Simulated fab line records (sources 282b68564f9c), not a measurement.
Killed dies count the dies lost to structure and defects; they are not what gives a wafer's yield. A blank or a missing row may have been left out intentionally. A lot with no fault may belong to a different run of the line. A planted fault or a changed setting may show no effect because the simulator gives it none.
Comparing a struck lot with a sound one -- flow rit cmos -- 15 out of 202 route steps
Sound: wafers L523.1, L523.4, L523.5. Wafers L517.3, L517.4, L517.6 were the ones struck. The cause is named last.
Per side, at each step with rows, come the tool, then ch with its chambers, and then its first start. Under that, the readings that differ: sound wafers -- struck wafers -- difference of the means -- sigmas: that difference in standard deviations of wafers without a fault.
alike: a reading whose means differ by less than 2 such deviations, as well as words and numbers matching on both sides. not compared: withheld readings; readings where some wafer has no value; bounds like >300 that might hide an equal value; numbers whose values overlap and for which the record gives no deviation.
A row with sigmas, a row that says differs or no value, or rows on one side alone: a step with any of these is where the two part. Non-overlapping numbers with no deviation appear without sigmas and do not part them. A reading missing from all wafers of one side parts the sides only when that side holds two or more wafers.

first, 3 steps without rows for these wafers: RIT_ACTIVE_CLEAN_16 (cleans in dHF, time 30 s); RIT_ACTIVE_CLEAN_17 (cleans in SC2, time 600 s); RIT_FOX1_OXIDATION_00 (target thk 350.7 nm, ox time 1130 s).
RIT_FOX1_THK_MEAS_01:
  sound on film metro-02, day 5 14:27; struck on film metro-04, day 4 06:41
  alike: FOX1_OXIDE_THK
then, 2 steps without rows for these wafers: RIT_FOX1_WET_ETCH_02 (etches SiO2 in BOE, target depth 350 nm, time 390 s); RIT_FOX2_OXIDATION_00 (target thk 350.7 nm, ox time 1130 s).
RIT_FOX2_THK_MEAS_01:
  sound on film metro-02, day 5 17:19; struck on film metro-02, day 4 08:11
  alike: FOX2_OXIDE_THK
then, 2 steps without rows for these wafers: RIT_FOX2_CLEAN_02 (cleans in dHF, time 180 s); RIT_FOX2_WET_ETCH_03 (etches Si3N4 in H3PO4, target depth 195 nm, time 2700 s).
RIT_FOX2_THK_MEAS_90:
  sound on film metro-02, day 5 19:05; struck on film metro-01, day 4 09:08
  alike: FIELD_OXIDE_LEFT_1_THK
then, 2 steps without rows for these wafers: RIT_NWELL_HMDS_00 (prime time 60 s); RIT_NWELL_COAT_01 (resist thk 1300 nm).
RIT_NWELL_SOFTBAKE_02: time 60 s.
  sound on litho track-02 ch 0, day 5 19:27; struck on litho track-01 ch 0, day 4 09:32
reading,sound,struck,difference,sigmas
heater power total W (W),34.59 34.58 34.50,34.80 34.83 34.81,+0.26,+5
plate temp C (C),89.98 90.06 89.95,90.61 90.70 90.77,+0.70,+6
then, 1 step without rows for these wafers: RIT_NWELL_EXPOSE_03 (exposes mask M2, target cd 43900 nm).
RIT_M1_PROBE_99:
  sound on prober-01, day 7 10:06; struck on prober-01, day 6 08:13
  alike: killed at contacts, killed at front end, killed dies, killed open, killed short

== WHERE THEY PART ==
Only at RIT_NWELL_SOFTBAKE_02, within this record. Later steps at which nothing parts them and some readings are alike: RIT_M1_PROBE_99.

WHY: what had been put in by the simulator
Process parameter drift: litho track-01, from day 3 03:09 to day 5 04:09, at RIT_NWELL_SOFTBAKE_02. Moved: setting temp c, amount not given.
